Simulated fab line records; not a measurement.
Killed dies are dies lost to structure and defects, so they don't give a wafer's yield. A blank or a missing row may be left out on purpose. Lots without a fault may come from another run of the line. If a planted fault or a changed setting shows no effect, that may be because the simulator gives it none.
Split-lot study | flow berkeley-cmos170 | 23 wafers read from 5 lots, route of 331 steps

## ABOUT THE SPLIT
At UCB170_CONTACT_CVD_01 (deposits PSG from SiH4/O2/PH3, target thk 700 nm, time 2820 s), the setting sih4-flow-sccm was moved away from the recipe's 60 sccm on 10 of the 23 wafers read, by -7.3% to +8.7%. For the rest of the wafers, this setting stayed at what the recipe calls for.

The split's own step is where the reading is taken.

## THE READING
PSG_of_CONTACT_CVD_01.thk-nm (the simulator's own value, which no gauge read), in nm, at UCB170_CONTACT_CVD_01 (deposits PSG from SiH4/O2/PH3, target thk 700 nm, time 2820 s). No usual value for it is given in the file. Here, 13 wafers ran the recipe; their average is 703.9 nm with a standard deviation of 5.4 nm.

wafer  | tool, chamber at the split | sih4-flow-sccm as run, sccm | against the recipe | PSG_of_CONTACT_CVD_01.thk-nm, nm | against lot-mates on the recipe
L075.1 | -, -                       | 65.19                       | +8.7%              | 712.8                            | no lot-mate on the recipe
L075.2 | -, -                       | 65.19                       | +8.7%              | 717.6                            | no lot-mate on the recipe
L075.3 | -, -                       | 65.19                       | +8.7%              | 715.9                            | no lot-mate on the recipe
L075.4 | -, -                       | 65.19                       | +8.7%              | 717.7                            | no lot-mate on the recipe
L075.5 | -, -                       | 65.19                       | +8.7%              | 720.2                            | no lot-mate on the recipe
L079.1 | -, -                       | 60                          | recipe             | 703.1                            | -
L079.2 | -, -                       | 60                          | recipe             | 703.1                            | -
L079.3 | -, -                       | 60                          | recipe             | 704.9                            | -
L079.4 | -, -                       | 60                          | recipe             | 703.6                            | -
L079.5 | -, -                       | 60                          | recipe             | 698.7                            | -
L081.2 | lpcvd-02, 0                | 60                          | recipe             | 716.2                            | -
L081.4 | lpcvd-02, 0                | 60                          | recipe             | 709                              | -
L081.5 | lpcvd-02, 0                | 60                          | recipe             | 711.9                            | -
L080.1 | -, -                       | 60                          | recipe             | 698.7                            | -
L080.3 | -, -                       | 60                          | recipe             | 698.3                            | -
L080.4 | -, -                       | 60                          | recipe             | 704.7                            | -
L080.5 | -, -                       | 60                          | recipe             | 697.9                            | -
L080.6 | -, -                       | 60                          | recipe             | 700.4                            | -
L085.1 | -, -                       | 55.62                       | -7.3%              | 674.3                            | no lot-mate on the recipe
L085.2 | -, -                       | 55.62                       | -7.3%              | 680                              | no lot-mate on the recipe
L085.3 | -, -                       | 55.62                       | -7.3%              | 676.7                            | no lot-mate on the recipe
L085.4 | -, -                       | 55.62                       | -7.3%              | 682.7                            | no lot-mate on the recipe
L085.5 | -, -                       | 55.62                       | -7.3%              | 682                              | no lot-mate on the recipe

THE FIT
A straight line over all 23 wafers: PSG_of_CONTACT_CVD_01.thk-nm changes by +2.32 nm for each +1% of sih4-flow-sccm; r = +0.90; the points scatter about the line by 6.1 nm.
Too few moved wafers have a lot-mate on the recipe to fit a line with each lot's own level taken away.

## FILE'S OWN FIT
PSG_of_CONTACT_CVD_01.thk-nm changes by +2.32 nm for each +1% of sih4-flow-sccm, r = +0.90.
